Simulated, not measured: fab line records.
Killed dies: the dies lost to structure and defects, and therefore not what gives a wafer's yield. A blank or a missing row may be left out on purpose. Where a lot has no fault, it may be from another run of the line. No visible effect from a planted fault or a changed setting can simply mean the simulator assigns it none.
Which of the tools did it? ; flow berkeleyCmos170 ; Sampling: 14 lots, 42 wafers, 7 of 331 route steps

== WHAT THE GAUGES SHOWED, per wafer ==
UCB170_GATE_CD_MEAS_90 targets a cd of 350 nm.
lot;measured;on;cdNm (nm)
L277;day 6 16:24;cdSem-01;349.4 349.5 350.6
L280;day 6 16:27;cdSem-02;352.7 353.3 352.7
L279;day 6 16:41;cdSem-01;350.5 349.1 349.5
L282;day 7 13:05;cdSem-02;351.6 350.9 351.0
L284;day 8 00:55;cdSem-01;352.3 350.5 349.7
L286;day 8 01:55;cdSem-01;350.7 352.5 352.5
L289;day 8 17:08;cdSem-02;350.5 350.4 350.0
L291;day 9 05:31;cdSem-02;350.5 349.8 350.0
L292;day 9 11:48;cdSem-01;349.1 350.6 349.7
L297;day 9 21:53;cdSem-01;350.4 349.9 350.5
L293;day 9 22:17;cdSem-02;350.9 350.1 351.2
L296;day 9 22:22;cdSem-01;351.8 349.8 350.6
L298;day 10 20:04;cdSem-02;353.8 352.8 353.5
L299;day 11 09:01;cdSem-01;349.2 350.4 350.5

UCB170_M1_RS_MEAS_01: measures by four-point-probe.
lot;measured;on;M1_AL_RS (ohm/sq)
L277;day 7 11:17;filmMetro-01;0.0493 0.0491 0.0495
L280;day 7 11:34;filmMetro-03;0.0477 0.0480 0.0480
L279;day 7 13:10;filmMetro-04;0.0485 0.0491 0.0489
L282;day 8 09:24;filmMetro-03;0.0494 0.0487 0.0494
L284;day 9 04:16;filmMetro-01;0.0424 0.0425 0.0421
L286;day 9 06:31;filmMetro-04;0.0434 0.0435 0.0429
L289;day 9 13:52;filmMetro-03;0.0479 0.0477 0.0481
L291;day 10 04:03;filmMetro-01;0.0477 0.0484 0.0478
L292;day 10 09:12;filmMetro-01;0.0491 0.0490 0.0488
L297;day 10 23:50;filmMetro-03;0.0483 0.0484 0.0485
L293;day 10 20:25;filmMetro-03;0.0489 0.0490 0.0489
L296;day 11 00:07;filmMetro-04;0.0488 0.0484 0.0485
L298;day 11 22:43;filmMetro-03;0.0489 0.0487 0.0487
L299;day 12 08:49;filmMetro-04;0.0489 0.0491 0.0487

UCB170_M1_THK_MEAS_02: measures by xrf.
lot;measured;on;M1_AL_THK (nm)
L277;day 7 11:25;filmMetro-01;590 592 588
L280;day 7 11:41;filmMetro-03;601 597 597
L279;day 7 13:17;filmMetro-04;599 593 592
L282;day 8 09:31;filmMetro-03;584 594 585
L284;day 9 04:21;filmMetro-01;679 678 685
L286;day 9 06:38;filmMetro-04;669 671 679
L289;day 9 13:58;filmMetro-03;611 607 602
L291;day 10 04:10;filmMetro-01;605 600 605
L292;day 10 09:19;filmMetro-01;593 597 594
L297;day 10 23:56;filmMetro-03;599 597 598
L293;day 10 20:32;filmMetro-03;590 589 591
L296;day 11 00:13;filmMetro-04;593 598 602
L298;day 11 22:50;filmMetro-03;594 596 596
L299;day 12 08:55;filmMetro-04;598 594 595

UCB170_V1_CD_MEAS_12 targets a cd of 700 nm.
lot;measured;on;cdNm (nm)
L277;day 7 18:20;cdSem-02;700.4 700.2 699.7
L280;day 7 18:31;cdSem-01;700.2 700.0 700.7
L279;day 7 18:54;cdSem-02;700.3 701.0 699.8
L282;day 8 21:53;cdSem-01;699.3 700.5 701.7
L284;day 9 12:02;cdSem-02;700.3 699.6 701.8
L286;day 9 14:25;cdSem-01;701.4 702.7 699.9
L289;day 9 22:14;cdSem-02;702.9 701.6 702.1
L291;day 10 11:20;cdSem-02;701.1 699.7 700.6
L292;day 10 16:54;cdSem-01;700.1 699.8 699.3
L297;day 11 08:13;cdSem-02;700.7 699.9 701.1
L293;day 11 04:23;cdSem-02;698.6 698.3 700.0
L296;day 11 08:06;cdSem-01;699.2 699.4 698.9
L298;day 12 07:43;cdSem-02;700.9 700.8 700.6
L299;day 12 19:04;cdSem-02;701.2 702.2 702.5

== TOOL THAT RAN EACH LOT (tool first, then ch and the chambers of the sampled wafers, then the start) ==
lot;UCB170_SILICIDE_RTA_04;UCB170_M1_SPUTTER_00;UCB170_M1_METAL_ETCH_12
L277;rtpAnneal-01 ch 0, day 7 05:58;pvdSputter-04, day 7 11:13;rieMetal-02 ch 0,1, day 7 13:05
L280;rtpAnneal-02 ch 0, day 7 05:47;pvdSputter-01, day 7 11:30;rieMetal-01 ch 0,1, day 7 13:22
L279;rtpAnneal-02 ch 0, day 7 06:14;pvdSputter-04, day 7 13:05;rieMetal-02 ch 0,1, day 7 14:33
L282;rtpAnneal-01 ch 0, day 8 01:35;pvdSputter-04, day 8 09:20;rieMetal-03 ch 0,1, day 8 10:37
L284;rtpAnneal-02 ch 0, day 8 23:17;pvdSputter-01, day 9 04:08;rieMetal-03 ch 0,1, day 9 05:47
L286;rtpAnneal-02 ch 0, day 9 00:50;pvdSputter-01, day 9 06:28;rieMetal-03 ch 0,1, day 9 09:06
L289;rtpAnneal-01 ch 0, day 9 08:06;pvdSputter-04, day 9 13:45;rieMetal-03 ch 0,1, day 9 15:38
L291;rtpAnneal-02 ch 0, day 9 20:39;pvdSputter-02, day 10 03:58;rieMetal-01 ch 0,1, day 10 05:25
L292;rtpAnneal-02 ch 0, day 10 03:22;pvdSputter-02, day 10 09:07;rieMetal-01 ch 0,1, day 10 10:58
L297;rtpAnneal-02 ch 0, day 10 15:01;pvdSputter-04, day 10 23:45;rieMetal-02 ch 0,1, day 11 01:02
L293;rtpAnneal-01 ch 0, day 10 14:37;pvdSputter-02, day 10 20:19;rieMetal-03 ch 0,1, day 10 22:50
L296;rtpAnneal-01 ch 0, day 10 15:01;pvdSputter-02, day 11 00:02;rieMetal-01 ch 0,1, day 11 01:19
L298;rtpAnneal-01 ch 0, day 11 13:42;pvdSputter-02, day 11 22:39;rieMetal-03 ch 0,1, day 12 00:03
L299;rtpAnneal-02 ch 0, day 12 02:04;pvdSputter-01, day 12 08:43;rieMetal-02 ch 0,1, day 12 10:27
- UCB170_SILICIDE_RTA_04: time 15 s.
- UCB170_M1_SPUTTER_00: material Al, target thk 600 nm, time 80 s.
- UCB170_M1_METAL_ETCH_12: etches Al in Cl2/BCl3, stops on PSG, target depth 780 nm, time 130 s.

== AS READ BY THE TOOLS THEMSELVES (means over the sampled wafers that have a number; for cases with no such wafer, the mark the record gives instead) ==
UCB170_SILICIDE_RTA_04.
lot;tool;lampPowerPct (%);wafer_temp_C_max
L277;rtpAnneal-01;10.4;654.1
L280;rtpAnneal-02;9.7;653.0
L279;rtpAnneal-02;9.7;653.7
L282;rtpAnneal-01;10.4;655.5
L284;rtpAnneal-02;9.7;653.7
L286;rtpAnneal-02;9.7;653.9
L289;rtpAnneal-01;10.4;654.3
L291;rtpAnneal-02;9.7;653.5
L292;rtpAnneal-02;9.7;652.9
L297;rtpAnneal-02;9.7;653.4
L293;rtpAnneal-01;10.4;655.4
L296;rtpAnneal-01;10.4;653.8
L298;rtpAnneal-01;10.4;654.9
L299;rtpAnneal-02;9.7;653.5

UCB170_M1_SPUTTER_00.
lot;tool;throttleValvePct (%)
L277;pvdSputter-04;29.6
L280;pvdSputter-01;29.4
L279;pvdSputter-04;29.8
L282;pvdSputter-04;29.8
L284;pvdSputter-01;31.7
L286;pvdSputter-01;30.0
L289;pvdSputter-04;29.8
L291;pvdSputter-02;30.4
L292;pvdSputter-02;29.2
L297;pvdSputter-04;29.4
L293;pvdSputter-02;30.4
L296;pvdSputter-02;30.3
L298;pvdSputter-02;30.4
L299;pvdSputter-01;29.4

UCB170_M1_METAL_ETCH_12.
lot;tool;drypumpMotorCurrentA (A);oesProductAu (a.u.);throttleValvePct (%)
L277;rieMetal-02;5.5;0.854;24.29
L280;rieMetal-01;6.0;0.845;24.48
L279;rieMetal-02;5.5;0.866;24.33
L282;rieMetal-03;6.0;0.864;24.38
L284;rieMetal-03;6.0;0.939;24.33
L286;rieMetal-03;6.0;0.930;24.34
L289;rieMetal-03;6.0;0.876;24.37
L291;rieMetal-01;5.6;0.846;24.55
L292;rieMetal-01;5.9;0.837;24.49
L297;rieMetal-02;5.6;0.870;24.34
L293;rieMetal-03;5.9;0.870;24.45
L296;rieMetal-01;5.6;0.841;24.55
L298;rieMetal-03;5.9;0.870;24.45
L299;rieMetal-02;5.5;0.866;24.33

== THE ANSWER, worked out from the rows above alone ==
Rule: the lots themselves supply what counts as usual. Put in order of their means at a reading, lots are off if they are a third of the lots or fewer, leave a main group of 4 or more, and stand apart from it by a gap of 3 or more times the standard deviation of the main group's means; of several such gaps the widest counts. A main group whose means are all the same, to the digits that the tables above print for the reading, isn't used. A lot without any number at a reading at which 4 lots or more have one is off too. Any other lot the step has rows for is counted as sound. After the gauges, taken in route order, come the tools' own readings; for these a lot's mean is taken, as printed above. The first step at which some lot is off is used, and at that step the reading that is off furthest; a lot without a number counts as furthest.
Off: L284, L286, at UCB170_M1_RS_MEAS_01 (M1_AL_RS). The main group has a mean of 0.0486 ohm/sq with a standard deviation of 0.00047.
If a tool, at a process step before that reading, ran all the lots that are off and no sound lot after the first of them, it fits. The gauges at UCB170_M1_RS_MEAS_01 aren't tried: what is off there is off at UCB170_M1_METAL_ETCH_12 too, on other tools, and a gauge's error can't cause that. No candidate that was tried fits.

== WHAT THE SIMULATOR HAD INSERTED ==
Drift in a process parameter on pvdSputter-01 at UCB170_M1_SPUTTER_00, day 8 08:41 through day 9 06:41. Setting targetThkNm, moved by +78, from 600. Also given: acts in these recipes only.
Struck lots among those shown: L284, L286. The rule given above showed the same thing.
